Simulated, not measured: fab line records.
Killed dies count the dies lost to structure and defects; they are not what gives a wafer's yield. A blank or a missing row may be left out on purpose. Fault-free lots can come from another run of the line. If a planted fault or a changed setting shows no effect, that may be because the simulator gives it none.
What tool caused it? ; flow rit cmos ; 41 wafers from 14 lots sampled at 2 of the route's 202 steps

## WHAT THE GAUGES READ, wafer by wafer
The record lacks any reading of a measuring or inspecting step that a usual standard deviation could be used to judge.

## WHAT TOOL EACH LOT RAN ON (gives the tool, then ch and the chambers of the sampled wafers, and finally the start)
lot;RIT_CONTACT_CLEAN_14;RIT_M1_PROBE_99
L265;wet bench-02 ch 0, day 3 08:22;prober-02, day 3 12:46
L266;wet bench-01 ch 3, day 3 15:07;prober-01, day 3 19:29
L267;wet bench-01 ch 3, day 3 21:35;prober-02, day 4 01:47
L269;wet bench-04 ch 0, day 4 05:19;prober-01, day 4 09:59
L273;wet bench-04 ch 0, day 5 09:58;prober-01, day 5 14:13
L275;wet bench-04 ch 0, day 5 13:38;prober-02, day 5 17:59
L279;wet bench-01 ch 3, day 6 08:21;prober-02, day 6 12:46
L280;wet bench-04 ch 2, day 6 09:22;prober-02, day 6 14:13
L281;wet bench-02 ch 0, day 6 17:24;prober-01, day 6 21:38
L282;wet bench-01 ch 1, day 6 21:52;prober-02, day 7 02:36
L283;wet bench-02 ch 3, day 7 00:50;prober-01, day 7 05:04
L285;wet bench-01 ch 2, day 7 13:47;prober-01, day 7 18:10
L286;wet bench-02 ch 3, day 7 15:52;prober-02, day 7 20:22
L287;wet bench-01 ch 3, day 7 20:49;prober-01, day 8 01:25
- RIT_CONTACT_CLEAN_14: cleans in SC2, time 600 s.
- RIT_M1_PROBE_99

## AS READ BY THE TOOLS THEMSELVES (means over the sampled wafers that have a number; for cases with no such wafer, the mark the record gives instead)
RIT_CONTACT_CLEAN_14. Usual: bath guard temp C reads 75.2 C (standard deviation 0.58).
lot;tool;bath guard temp C (C);flag
L265;wet bench-02;75.8;
L266;wet bench-01;74.5;
L267;wet bench-01;74.5;
L269;wet bench-04;75.7;
L273;wet bench-04;75.8;
L275;wet bench-04;75.6;
L279;wet bench-01;74.7;
L280;wet bench-04;75.2;
L281;wet bench-02;75.8;
L282;wet bench-01;75.2;
L283;wet bench-02;74.5;
L285;wet bench-01;75.8;
L286;wet bench-02;74.9;
L287;wet bench-01;74.4;

RIT_M1_PROBE_99. Usual: killed at contacts 0.1, standard deviation 0.34; killed at front end 7.0, standard deviation 2.9; killed dies 7.2, standard deviation 2.9; killed on rim 2.1, standard deviation 1.4; killed open 3.6, standard deviation 1.9; killed short 3.5, standard deviation 2.1.
lot;tool;killed at contacts;killed at front end;killed dies;killed on rim;killed open;killed short;flag
L265;prober-02;0.0;9.0;9.0;3.7;4.0;5.0;
L266;prober-01;0.0;7.7;7.7;1.3;4.3;3.3;
L267;prober-02;0.0;7.0;7.0;1.0;4.7;2.3;
L269;prober-01;0.0;7.7;7.7;3.0;3.3;4.3;
L273;prober-01;11.0;6.0;17.0;10.5;3.0;3.0;OFF
L275;prober-02;11.3;9.3;20.7;10.7;4.3;5.0;OFF
L279;prober-02;0.3;4.0;4.3;0.7;1.0;3.3;
L280;prober-02;0.0;6.3;6.3;2.3;3.3;3.0;
L281;prober-01;0.0;9.7;9.7;2.7;4.7;5.0;
L282;prober-02;0.0;6.3;6.3;3.3;1.7;4.7;
L283;prober-01;0.0;7.7;7.7;1.3;5.0;2.7;
L285;prober-01;0.3;5.3;5.7;2.3;3.7;2.0;
L286;prober-02;0.3;3.3;3.7;0.3;1.3;2.3;
L287;prober-01;0.0;4.7;4.7;2.7;3.3;1.0;

## THE ANSWER, worked out from the rows above alone
Rule: lot off if the mean of its wafers having a number is beyond 3 standard deviations from the usual mean. Also off: a lot with no number at a reading for which 4 or more lots have one. Where the step has rows for the other lots, those lots are counted as sound. The gauges are gone through in route order, then the tools' own readings, and for those a lot's mean is taken as printed above. The first step at which some lot is off is used, and at that step the reading that is off furthest; a lot without a number counts as furthest.
Off: L273, L275, at RIT_M1_PROBE_99 (killed at contacts).
If a tool, at that step or one of the process steps before it, ran each lot that is off and ran no sound lot following the first of them, it fits. No candidate that was tried fits.

## WHAT THE SIMULATOR PUT IN
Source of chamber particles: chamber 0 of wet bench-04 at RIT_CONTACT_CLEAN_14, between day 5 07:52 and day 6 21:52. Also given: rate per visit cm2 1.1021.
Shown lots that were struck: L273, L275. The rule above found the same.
